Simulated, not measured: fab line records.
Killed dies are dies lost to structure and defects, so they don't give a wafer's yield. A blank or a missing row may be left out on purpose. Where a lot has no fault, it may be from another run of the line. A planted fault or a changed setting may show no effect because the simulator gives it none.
Struck lot and sound lot, side by side + flow berkeley-cmos170 + 16 steps out of a route of 331
Sound: the wafers L323.4, L323.5, L323.6. Wafers struck: L333.1, L333.2, L333.6. The cause is named last.
For every step that has rows: the tool of each side, followed by ch and its chambers, followed by its first start. Under that, the readings that differ: sound wafers + struck wafers + difference of the means + sigmas: that difference in standard deviations of wafers without a fault.
alike: readings with means less than 2 such deviations apart, plus words and numbers identical on both sides. not compared: withheld readings, readings lacking a value on some wafer, bounds such as >300 that could conceal the same value, and numbers that have no deviation in the record and whose values overlap.
Wherever a step has rows on one side only, a row that says differs or no value, or a row with sigmas, the two part there. Non-overlapping numbers with no deviation appear without sigmas and do not part them. A reading that every wafer of one side lacks parts them only if that side has two wafers or more.

first, 2 steps without rows for these wafers: UCB170_M2_COAT_09; UCB170_M2_COAT_10 (resist thk 900 nm).
UCB170_M2_SOFTBAKE_11: time 61.37 s.
  sound: litho-track-01 ch 0; struck: litho-track-01 ch 0
  alike: plate-sensor-t-centre-C, plate-sensor-t-edge-C
then, 3 steps without rows for these wafers: UCB170_M2_EXPOSE_12 (exposes mask METAL2, target cd 700 nm); UCB170_M2_PEB_13; UCB170_M2_DEVELOP_14 (develop time 45 s).
UCB170_M2_CD_MEAS_15 targets a cd of 700 nm.
  sound on cd-sem-01, day 8 23:16; struck on cd-sem-02, day 12 04:25
  alike: cd-nm
UCB170_M2_OVL_MEAS_16:
  sound on overlay-01, day 8 23:20; struck on overlay-01, day 12 04:32
  alike: M2_OVL
UCB170_M2_ETCH_17: etches BARC in N2/H2.
  sound on rie-diel-02 ch 0,1,3, day 8 23:22; struck on rie-diel-02 ch 0,1,2, day 12 04:34
  alike: drypump-motor-current-A, oes-product-au, throttle-valve-pct
UCB170_M2_METAL_ETCH_18: etches Al in Cl2/BCl3, stops on SiO2, target depth 1170 nm, time 195 s.
  sound on rie-metal-01 ch 0,1, day 8 23:28; struck on rie-metal-04 ch 0,1, day 12 04:36
  alike: drypump-motor-current-A, oes-product-au, throttle-valve-pct
  not compared: rf-hours-counter-h
UCB170_M2_STRIP_19: strips in O2.
  sound on plasma-asher-04 ch 0,1, day 8 23:37; struck on plasma-asher-02 ch 0,1, day 12 04:47
  alike: drypump-motor-current-A, oes-product-au
  not compared: rf-hours-counter-h
UCB170_M2_CD_MEAS_90 targets a cd of 700 nm.
  sound on cd-sem-01, day 8 23:45; struck on cd-sem-02, day 12 04:53
  alike: cd-nm
UCB170_V2_CVD_00: deposits SiO2 from TEOS/O2, target thk 2000 nm, time 250 s.
  sound on pecvd-02 ch 0,1,2, day 8 23:53; struck on pecvd-02 ch 1,2, day 12 05:01
| reading                             | sound          | struck         | difference | sigmas |
|-------------------------------------|----------------|----------------|------------|--------|
| model.SiO2_of_V2_CVD_00.thk-nm (nm) | 1981 1965 1990 | 3070 3076 3146 | +1119      |        |
  alike: heater-power-w, susceptor-temp-C
  not compared: since-wet-clean-h
UCB170_V2_THK_MEAS_01:
  sound on film-metro-03, day 8 23:59; struck on film-metro-04, day 12 05:10
| reading          | sound          | struck         | difference | sigmas |
|------------------|----------------|----------------|------------|--------|
| V2_TEOS_THK (nm) | 1981 1964 1990 | 3070 3076 3146 | +1119      | +39    |
UCB170_V2_CMP_02: polishes SiO2.
  sound on cmp-02 ch 0,2,3, day 9 00:10; struck on cmp-01 ch 2,3, day 12 05:14
  alike: motor-current-A
following that, these wafers have no rows for 1 step: UCB170_M3_PROBE_99.

## WHERE THEY PART
Only at UCB170_V2_THK_MEAS_01, within this record. Later steps at which nothing parts them and some readings are alike: UCB170_V2_CMP_02.

WHY: whatever the simulator had introduced
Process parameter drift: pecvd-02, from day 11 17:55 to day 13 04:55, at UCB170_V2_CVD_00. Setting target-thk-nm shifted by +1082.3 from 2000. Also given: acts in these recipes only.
